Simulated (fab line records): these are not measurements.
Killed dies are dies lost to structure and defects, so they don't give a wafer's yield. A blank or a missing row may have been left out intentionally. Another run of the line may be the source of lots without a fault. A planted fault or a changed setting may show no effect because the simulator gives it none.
What tool caused it?    flow rit-cmos    13 lots with 39 wafers sampled at 3 steps, on a route of 202 steps

## WHAT THE GAUGES SHOWED, per wafer
RIT_SILICIDE_RS_MEAS_02: a four-point-probe measurement. Usual: SILICIDE_TI_RS typically reads 47.9 ohm/sq, with standard deviation 0.74.
lot   measured     on             SILICIDE_TI_RS (ohm/sq)  flag
L418  day 3 02:41  film-metro-03  48.4 48.6 49.7           
L419  day 3 06:54  film-metro-04  48.1 48.3 46.8           
L420  day 3 12:55  film-metro-03  48.1 48.1 48.8           
L421  day 3 19:29  film-metro-02  47.0 47.3 47.9           
L422  day 3 23:22  film-metro-02  47.7 48.2 48.3           
L423  day 4 03:59  film-metro-04  47.9 49.0 49.1           
L424  day 4 08:41  film-metro-03  48.9 48.2 48.2           
L426  day 5 00:40  film-metro-04  32.5 48.7 48.5           OFF
L428  day 5 17:01  film-metro-04  47.5 47.5 48.1           
L431  day 6 06:50  film-metro-02  48.1 47.5 47.6           
L435  day 6 21:57  film-metro-04  47.9 47.6 48.3           
L439  day 7 13:59  film-metro-02  47.8 47.0 48.4           
L440  day 7 17:37  film-metro-02  47.7 48.0 46.7           

RIT_SILICIDE_THK_MEAS_03: measures by xrf. Usual: SILICIDE_TI_THK typically reads 30.0 nm, with standard deviation 0.37.
lot   measured     on             SILICIDE_TI_THK (nm)  flag
L418  day 3 02:49  film-metro-03  29.7 29.7 29.3        
L419  day 3 07:01  film-metro-04  29.9 30.0 30.7        
L420  day 3 13:01  film-metro-03  30.0 30.0 29.7        
L421  day 3 19:37  film-metro-02  30.2 30.2 29.9        
L422  day 3 23:29  film-metro-02  30.0 29.7 29.7        
L423  day 4 04:07  film-metro-04  30.0 29.6 29.5        
L424  day 4 08:47  film-metro-03  29.8 30.1 30.0        
L426  day 5 00:46  film-metro-04  41.0 29.6 29.7        OFF
L428  day 5 17:08  film-metro-04  30.4 30.2 29.9        
L431  day 6 06:57  film-metro-02  29.6 30.1 30.0        
L435  day 6 22:04  film-metro-04  30.0 30.1 30.0        
L439  day 7 14:05  film-metro-02  30.0 30.5 29.6        
L440  day 7 17:43  film-metro-02  29.9 29.8 30.4        

## WHAT TOOL EACH LOT RAN ON (gives the tool, then ch and the chambers of the sampled wafers, and finally the start)
lot   RIT_SILICIDE_SPUTTER_01
L418  pvd-sputter-02, day 3 02:32
L419  pvd-sputter-03, day 3 06:45
L420  pvd-sputter-02, day 3 12:44
L421  pvd-sputter-03, day 3 19:20
L422  pvd-sputter-02, day 3 23:13
L423  pvd-sputter-03, day 4 03:50
L424  pvd-sputter-02, day 4 08:29
L426  pvd-sputter-02, day 5 00:28
L428  pvd-sputter-03, day 5 16:51
L431  pvd-sputter-01, day 6 06:41
L435  pvd-sputter-01, day 6 21:47
L439  pvd-sputter-01, day 7 13:47
L440  pvd-sputter-02, day 7 17:25
- RIT_SILICIDE_SPUTTER_01: material Ti, target thk 30 nm, time 240 s.

## AS READ BY THE TOOLS THEMSELVES (means over the sampled wafers that have a number; for cases with no such wafer, the mark the record gives instead)
RIT_SILICIDE_SPUTTER_01. Usual: 29.8 % for throttle-valve-pct, sd 1.2.
lot   tool            throttle-valve-pct (%)  flag
L418  pvd-sputter-02  29.9                    
L419  pvd-sputter-03  29.6                    
L420  pvd-sputter-02  29.8                    
L421  pvd-sputter-03  31.2                    
L422  pvd-sputter-02  29.4                    
L423  pvd-sputter-03  30.3                    
L424  pvd-sputter-02  29.7                    
L426  pvd-sputter-02  29.5                    
L428  pvd-sputter-03  30.5                    
L431  pvd-sputter-01  30.0                    
L435  pvd-sputter-01  30.4                    
L439  pvd-sputter-01  30.3                    
L440  pvd-sputter-02  29.5                    

## THE ANSWER, worked out from the rows above alone
Rule: take the mean of a lot's wafers that have a number; if it is more than 3 standard deviations from the usual mean, the lot is off. A lot without any number at a reading at which 4 lots or more have one is off too. Any other lot the step has rows for is counted as sound. First the gauges in route order, then the tools' own readings, where a lot's mean is used as printed above. At the first step where some lot is off, the reading lying furthest off is the one used; lots without a number count as furthest.
Off: at RIT_SILICIDE_RS_MEAS_02 (SILICIDE_TI_RS), L426.
If a tool, at a process step before that reading, ran all the lots that are off and no sound lot after the first of them, it fits. Gauges at RIT_SILICIDE_RS_MEAS_02: tried the same way as those tools. No candidate that was tried fits.

## WHAT HAD BEEN PUT IN BY THE SIMULATOR
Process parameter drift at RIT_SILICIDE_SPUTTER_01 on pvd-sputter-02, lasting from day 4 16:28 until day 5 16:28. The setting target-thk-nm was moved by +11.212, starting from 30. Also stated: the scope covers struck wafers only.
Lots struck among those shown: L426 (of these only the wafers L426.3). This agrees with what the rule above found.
